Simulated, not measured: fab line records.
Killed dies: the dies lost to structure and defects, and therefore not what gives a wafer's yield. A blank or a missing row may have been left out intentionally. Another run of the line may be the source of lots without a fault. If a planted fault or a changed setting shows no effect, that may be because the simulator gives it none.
Split-lot trial | flow rit-cmos | route with 202 steps; 5 lots, 15 wafers read

== SPLIT DETAILS ==
At RIT_M1_METAL_ETCH_12 (etches Al in Cl2/BCl3, stops on SiO2, time 165 s, target depth 600 nm), the setting over-etch-frac was moved away from the recipe's 0.5 on 5 of the 15 wafers read, by +7.9% to +21.6%. This setting was run at the recipe's value on the other wafers.

The reading is taken at the split's own step.

== THE READING ==
NOVOLAK_of_M1_COAT_04.thk-nm (the simulator's own value, which no gauge read), in nm, at RIT_M1_METAL_ETCH_12 (etches Al in Cl2/BCl3, stops on SiO2, time 165 s, target depth 600 nm). The file gives no usual value for it. Across the 10 wafers here that went through the recipe, the average is 804.6 nm and the standard deviation 3.6 nm.

wafer  | tool, chamber at the split | over-etch-frac as run | against the recipe | NOVOLAK_of_M1_COAT_04.thk-nm, nm | against lot-mates on the recipe
L077.2 | rie-metal-01, 0            | 0.5                   | recipe             | 807.6                            | -
L077.3 | rie-metal-01, 1            | 0.5                   | recipe             | 805.6                            | -
L077.5 | rie-metal-01, 1            | 0.5                   | recipe             | 801.1                            | -
L080.1 | rie-metal-01, 0            | 0.5                   | recipe             | 812.7                            | -
L080.4 | rie-metal-01, 1            | 0.5                   | recipe             | 803.8                            | -
L083.1 | rie-metal-01, 0            | 0.5396                | +7.9%              | 799.3                            | -5.0
L083.2 | rie-metal-01, 1            | 0.5                   | recipe             | 803.6                            | -
L083.3 | rie-metal-01, 1            | 0.5                   | recipe             | 805                              | -
L083.4 | rie-metal-01, 0            | 0.5396                | +7.9%              | 796.4                            | -7.9
L083.5 | rie-metal-01, 1            | 0.5396                | +7.9%              | 791.4                            | -12.9
L084.1 | rie-metal-02, 0            | 0.6079                | +21.6%             | 781.2                            | -20.4
L084.3 | rie-metal-02, 1            | 0.6079                | +21.6%             | 779.6                            | -22.0
L084.4 | rie-metal-02, 0            | 0.5                   | recipe             | 801.6                            | -
L085.3 | rie-metal-01, 0            | 0.5                   | recipe             | 806                              | -
L085.4 | rie-metal-01, 1            | 0.5                   | recipe             | 799                              | -

FIT RESULTS
A straight line over all 15 wafers: NOVOLAK_of_M1_COAT_04.thk-nm changes by -1.12 nm for each +1% of over-etch-frac; r = -0.93; the points scatter about the line by 3.6 nm.
The same after taking each lot's own level away (the mean of its wafers on the recipe; 15 wafers): -0.993 nm for each +1%; r = -0.93; scatter 3.1 nm.
Per that fit: largest over-etch-frac move, reading shift of 21 nm.
From 801.60 to 808.25 nm: that is the span of the lots' own levels, equal to 1.8 times the standard deviation above.
Thus the slope moves with the lot-to-lot level: the two fits are different.
Check: with one of the wafers moved furthest among these (+21.6%) left out of the fit, the line predicts -22.4 nm for it against its lot-mates. It came out at -20.4 nm against them.

== OTHER SPLITS APPLIED TO THESE WAFERS ==
Other splits were also applied to these wafers ahead of the reading. Each is held against what the fit with the lots' levels taken away leaves over:
other split on the same wafers   | wafers away from the commonest value | r with NOVOLAK_of_M1_COAT_04.thk-nm (lot level and that fit taken away)
RIT_M1_SPUTTER_00 time-s         | 0                                    | -
RIT_M1_DEVELOP_08 develop-time-s | 3                                    | -0.37

== THE FILE'S OWN FIT ==
NOVOLAK_of_M1_COAT_04.thk-nm changes by -1 nm for each +1% of over-etch-frac, r = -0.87.
